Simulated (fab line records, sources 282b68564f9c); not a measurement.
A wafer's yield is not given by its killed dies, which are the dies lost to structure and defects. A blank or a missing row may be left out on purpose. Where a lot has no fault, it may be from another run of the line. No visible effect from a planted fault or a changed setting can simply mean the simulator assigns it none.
The tool behind it: which one? :: flow rit-cmos :: 42 wafers from 14 lots sampled at 2 of the route's 202 steps

WHAT THE GAUGES SHOWED, per wafer
RIT_REOX_THK_MEAS_04. Usual: REOX_OXIDE_THK gives 25.4 nm (standard deviation 0.54).
lot: L821
measured: day 2 17:14
on: film-metro-02
REOX_OXIDE_THK (nm): 24.9 25.3 25.0
flag: 

lot: L822
measured: day 2 23:50
on: film-metro-02
REOX_OXIDE_THK (nm): 25.6 25.7 25.6
flag: 

lot: L823
measured: day 3 03:11
on: film-metro-02
REOX_OXIDE_THK (nm): 25.1 25.1 24.9
flag: 

lot: L824
measured: day 3 07:22
on: film-metro-02
REOX_OXIDE_THK (nm): 24.9 24.8 24.8
flag: 

lot: L825
measured: day 3 12:42
on: film-metro-02
REOX_OXIDE_THK (nm): 24.7 25.1 25.0
flag: 

lot: L829
measured: day 4 09:50
on: film-metro-02
REOX_OXIDE_THK (nm): 25.9 26.0 25.8
flag: 

lot: L830
measured: day 4 14:07
on: film-metro-01
REOX_OXIDE_THK (nm): 25.5 25.8 25.6
flag: 

lot: L833
measured: day 5 04:38
on: film-metro-02
REOX_OXIDE_THK (nm): 30.4 30.8 31.1
flag: OFF

lot: L834
measured: day 5 10:02
on: film-metro-01
REOX_OXIDE_THK (nm): 31.7 31.9 31.3
flag: OFF

lot: L838
measured: day 6 05:55
on: film-metro-01
REOX_OXIDE_THK (nm): 25.3 24.8 25.2
flag: 

lot: L839
measured: day 6 16:32
on: film-metro-01
REOX_OXIDE_THK (nm): 25.8 25.7 25.6
flag: 

lot: L841
measured: day 7 00:42
on: film-metro-02
REOX_OXIDE_THK (nm): 25.3 24.7 25.1
flag: 

lot: L842
measured: day 7 04:31
on: film-metro-04
REOX_OXIDE_THK (nm): 25.5 25.5 25.5
flag: 

lot: L844
measured: day 7 12:17
on: film-metro-01
REOX_OXIDE_THK (nm): 25.3 25.0 25.2
flag: 

WHAT TOOL EACH LOT RAN ON (gives the tool, then ch and the chambers of the sampled wafers, and finally the start)
lot: L821
RIT_REOX_OXIDATION_03: furnace-04 ch 0, day 2 14:39

lot: L822
RIT_REOX_OXIDATION_03: furnace-02 ch 0, day 2 21:16

lot: L823
RIT_REOX_OXIDATION_03: furnace-03 ch 0, day 3 00:38

lot: L824
RIT_REOX_OXIDATION_03: furnace-03 ch 0, day 3 04:49

lot: L825
RIT_REOX_OXIDATION_03: furnace-02 ch 0, day 3 10:08

lot: L829
RIT_REOX_OXIDATION_03: furnace-02 ch 0, day 4 07:17

lot: L830
RIT_REOX_OXIDATION_03: furnace-04 ch 0, day 4 11:33

lot: L833
RIT_REOX_OXIDATION_03: furnace-02 ch 0, day 5 02:04

lot: L834
RIT_REOX_OXIDATION_03: furnace-02 ch 0, day 5 07:29

lot: L838
RIT_REOX_OXIDATION_03: furnace-04 ch 0, day 6 03:22

lot: L839
RIT_REOX_OXIDATION_03: furnace-03 ch 0, day 6 13:58

lot: L841
RIT_REOX_OXIDATION_03: furnace-03 ch 0, day 6 22:08

lot: L842
RIT_REOX_OXIDATION_03: furnace-04 ch 0, day 7 01:58

lot: L844
RIT_REOX_OXIDATION_03: furnace-04 ch 0, day 7 09:43
- RIT_REOX_OXIDATION_03: target thk 25.2 nm, ox time 5580 s.

WHAT THE TOOLS THEMSELVES READ (means of the sampled wafers that have a number; where no wafer has one, the mark that the record gives instead)
RIT_REOX_OXIDATION_03. Usual: spike-tc-centre-C 903.9 C, standard deviation 1.6; spike-tc-load-C 924.6 C, standard deviation 2.6; spike-tc-source-C 925.0 C, standard deviation 1.1; tube-center-temp-C 900.01 C, standard deviation 0.082; tube_center_temp_C_max 902.3, standard deviation 0.41.
lot: L821
tool: furnace-04
spike-tc-centre-C (C): 903.3
spike-tc-load-C (C): 921.8
spike-tc-source-C (C): 926.8
tube-center-temp-C (C): 900.00
tube_center_temp_C_max: 902.4
flag: 

lot: L822
tool: furnace-02
spike-tc-centre-C (C): 901.7
spike-tc-load-C (C): 928.4
spike-tc-source-C (C): 925.2
tube-center-temp-C (C): 900.04
tube_center_temp_C_max: 902.1
flag: 

lot: L823
tool: furnace-03
spike-tc-centre-C (C): 904.6
spike-tc-load-C (C): 924.2
spike-tc-source-C (C): 925.5
tube-center-temp-C (C): 900.01
tube_center_temp_C_max: 902.2
flag: 

lot: L824
tool: furnace-03
spike-tc-centre-C (C): 905.4
spike-tc-load-C (C): 923.3
spike-tc-source-C (C): 924.8
tube-center-temp-C (C): 900.06
tube_center_temp_C_max: 902.1
flag: 

lot: L825
tool: furnace-02
spike-tc-centre-C (C): 902.8
spike-tc-load-C (C): 928.5
spike-tc-source-C (C): 924.6
tube-center-temp-C (C): 900.02
tube_center_temp_C_max: 902.0
flag: 

lot: L829
tool: furnace-02
spike-tc-centre-C (C): 902.4
spike-tc-load-C (C): 927.1
spike-tc-source-C (C): 924.6
tube-center-temp-C (C): 900.04
tube_center_temp_C_max: 902.2
flag: 

lot: L830
tool: furnace-04
spike-tc-centre-C (C): 904.2
spike-tc-load-C (C): 922.2
spike-tc-source-C (C): 925.3
tube-center-temp-C (C): 900.02
tube_center_temp_C_max: 902.7
flag: 

lot: L833
tool: furnace-02
spike-tc-centre-C (C): 922.8
spike-tc-load-C (C): 948.5
spike-tc-source-C (C): 944.9
tube-center-temp-C (C): 920.02
tube_center_temp_C_max: 922.7
flag: OFF

lot: L834
tool: furnace-02
spike-tc-centre-C (C): 922.2
spike-tc-load-C (C): 947.5
spike-tc-source-C (C): 946.4
tube-center-temp-C (C): 919.94
tube_center_temp_C_max: 922.2
flag: OFF

lot: L838
tool: furnace-04
spike-tc-centre-C (C): 905.4
spike-tc-load-C (C): 922.3
spike-tc-source-C (C): 926.3
tube-center-temp-C (C): 899.93
tube_center_temp_C_max: 901.8
flag: 

lot: L839
tool: furnace-03
spike-tc-centre-C (C): 905.0
spike-tc-load-C (C): 923.5
spike-tc-source-C (C): 924.4
tube-center-temp-C (C): 900.00
tube_center_temp_C_max: 902.9
flag: 

lot: L841
tool: furnace-03
spike-tc-centre-C (C): 906.0
spike-tc-load-C (C): 923.6
spike-tc-source-C (C): 924.5
tube-center-temp-C (C): 900.07
tube_center_temp_C_max: 902.7
flag: 

lot: L842
tool: furnace-04
spike-tc-centre-C (C): 904.0
spike-tc-load-C (C): 922.2
spike-tc-source-C (C): 925.6
tube-center-temp-C (C): 900.00
tube_center_temp_C_max: 902.3
flag: 

lot: L844
tool: furnace-04
spike-tc-centre-C (C): 903.4
spike-tc-load-C (C): 922.8
spike-tc-source-C (C): 925.5
tube-center-temp-C (C): 900.03
tube_center_temp_C_max: 902.4
flag: 

THE ANSWER, worked out from the rows above alone
Rule: a lot is off if the mean of its wafers that have a number lies more than 3 standard deviations from the usual mean. A lot without any number at a reading at which 4 lots or more have one is off too. Where the step has rows for the other lots, those lots are counted as sound. After the gauges, taken in route order, come the tools' own readings; for these a lot's mean is taken, as printed above. The first step at which some lot is off is used, and at that step the reading that is off furthest; a lot without a number counts as furthest.
Off: at RIT_REOX_THK_MEAS_04 (REOX_OXIDE_THK), L833, L834.
If a tool, at a process step before that reading, ran all the lots that are off and no sound lot after the first of them, it fits. The gauges at RIT_REOX_THK_MEAS_04 aren't tried: what is off there is off at RIT_REOX_OXIDATION_03 too, on other tools, and a gauge's error can't cause that. One fits: furnace-02 at RIT_REOX_OXIDATION_03. Its last sound lot is L829 (day 4 07:17), its first lot that is off L833 (day 5 02:04): a fault that began between those two fits.
The tool's own readings at RIT_REOX_OXIDATION_03 bear it out: on the lots that are off they differ by more than 5 times the standard deviation of the sound lots' means. spike-tc-centre-C reads 922.5 C there against 904.0 C on the sound lots; spike-tc-load-C reads 948.0 C there against 924.2 C on the sound lots; spike-tc-source-C reads 945.6 C there against 925.3 C on the sound lots; tube-center-temp-C reads 919.98 C there against 900.02 C on the sound lots; tube_center_temp_C_max reads 922.5 there against 902.3 on the sound lots.

WHAT THE SIMULATOR HAD PUT IN
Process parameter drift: furnace-02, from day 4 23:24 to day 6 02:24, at RIT_REOX_OXIDATION_03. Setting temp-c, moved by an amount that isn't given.
Lots struck among those shown: L833, L834. The rule above found the same.
